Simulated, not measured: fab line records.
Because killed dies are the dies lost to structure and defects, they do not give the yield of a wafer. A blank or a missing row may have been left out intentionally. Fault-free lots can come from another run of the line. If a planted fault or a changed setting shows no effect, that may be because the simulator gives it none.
Shared-tool check -- flow berkeley cmos170 -- Sample size 13 lots and 42 wafers

== WHAT PROMPTED THE OPENING ==
At UCB170_NWELL_TW_MEAS_16 the reading NWELL_TW is flagged on 1 of 13 lots. Fault-free wafers read 1248, with a standard deviation of 17.
Rule: a lot gets a flag if all its wafers with a number sit over 4 standard deviations from that mean, or if no wafer of it has a number. The rest of the lots are taken to be sound.

lot,measured,on,"NWELL_TW, wafer by wafer",flag
L860,day 2 13:40,film metro-01,1231 1228 1229,
L861,day 3 04:22,film metro-01,1233 1235 1229,
L864,day 3 12:03,film metro-02,1248 1254 1245,
L866,day 3 22:46,film metro-03,1274 1268 1265,
L867,day 3 22:54,film metro-01,1225 1234 1232,
L868,day 4 07:56,film metro-01,1231 1234 1231,
L870,day 4 11:43,film metro-01,1235 1234 1232,
L873,day 4 20:58,film metro-01,1224 1224 1237,
L871,day 4 21:15,film metro-02,1249 1240 1243,
L872,day 4 21:23,film metro-03,31 30 30 30 30 30,FLAGGED
L874,day 5 03:42,film metro-03,1278 1273 1271,
L876,day 5 16:14,film metro-03,1278 1271 1263,
L883,day 7 16:41,film metro-01,1241 1248 1235,
The numbers of the flagged lots are 30 on average: -1218 against the usual, or -72 standard deviations.

== WHICH TOOL EACH LOT WENT THROUGH ==
The record holds 1 process step before the reading, out of a route of 331 steps. Every cell lists first the tool, next ch and the chambers used by the sampled wafers, and last the start.
lot,flag,UCB170_NWELL_EXPOSE_09
L860,,"krf scanner-02 ch 0, day 2 12:55"
L861,,"krf scanner-01 ch 0, day 3 02:50"
L864,,"krf scanner-01 ch 0, day 3 10:06"
L866,,"krf scanner-02 ch 0, day 3 21:59"
L867,,"krf scanner-02 ch 0, day 3 22:07"
L868,,"krf scanner-02 ch 0, day 4 07:09"
L870,,"krf scanner-02 ch 0, day 4 10:40"
L873,,"krf scanner-02 ch 0, day 4 19:24"
L871,,"krf scanner-02 ch 0, day 4 19:32"
L872,FLAGGED,"krf scanner-02 ch 0, day 4 19:40"
L874,,"krf scanner-02 ch 0, day 5 02:47"
L876,,"krf scanner-01 ch 0, day 5 14:44"
L883,,"krf scanner-01 ch 0, day 7 15:54"
These steps, and what they do:
- UCB170_NWELL_EXPOSE_09: exposes mask NWELL, target cd 3000 nm.
- UCB170_NWELL_TW_MEAS_16

== FLAGGED OVER TOTAL, TOOL BY TOOL (the gauges that took the reading come last) ==
step,tool,lots run,flagged,share of the flagged lots,sound lots run after its first flagged lot
UCB170_NWELL_EXPOSE_09,krf scanner-01,4,0,none,-
UCB170_NWELL_EXPOSE_09,krf scanner-02,9,1,all,1 (L874)
UCB170_NWELL_TW_MEAS_16,film metro-01,7,0,none,-
UCB170_NWELL_TW_MEAS_16,film metro-02,2,0,none,-
UCB170_NWELL_TW_MEAS_16,film metro-03,4,1,all,"2 (L874,L876)"

== WHAT IS ALLOWED BY THE TABLE ==
Table rows that saw every flagged lot: 2, namely krf scanner-02 at UCB170_NWELL_EXPOSE_09 and film metro-03 at UCB170_NWELL_TW_MEAS_16.
- krf scanner-02 at UCB170_NWELL_EXPOSE_09: 1 of its 9 lots flagged. After the first flagged lot (L874), sound lots still ran on it; a lasting fault on the whole tool would not permit that.
- film metro-03 at UCB170_NWELL_TW_MEAS_16: 1 of its 4 lots flagged. After the first flagged lot (L874, L876), sound lots still ran on it; a lasting fault on the whole tool would not permit that.
Not one row of the table ran every flagged lot while running no sound lot after the first.

== WHAT THE SIMULATOR HAD INSERTED ==
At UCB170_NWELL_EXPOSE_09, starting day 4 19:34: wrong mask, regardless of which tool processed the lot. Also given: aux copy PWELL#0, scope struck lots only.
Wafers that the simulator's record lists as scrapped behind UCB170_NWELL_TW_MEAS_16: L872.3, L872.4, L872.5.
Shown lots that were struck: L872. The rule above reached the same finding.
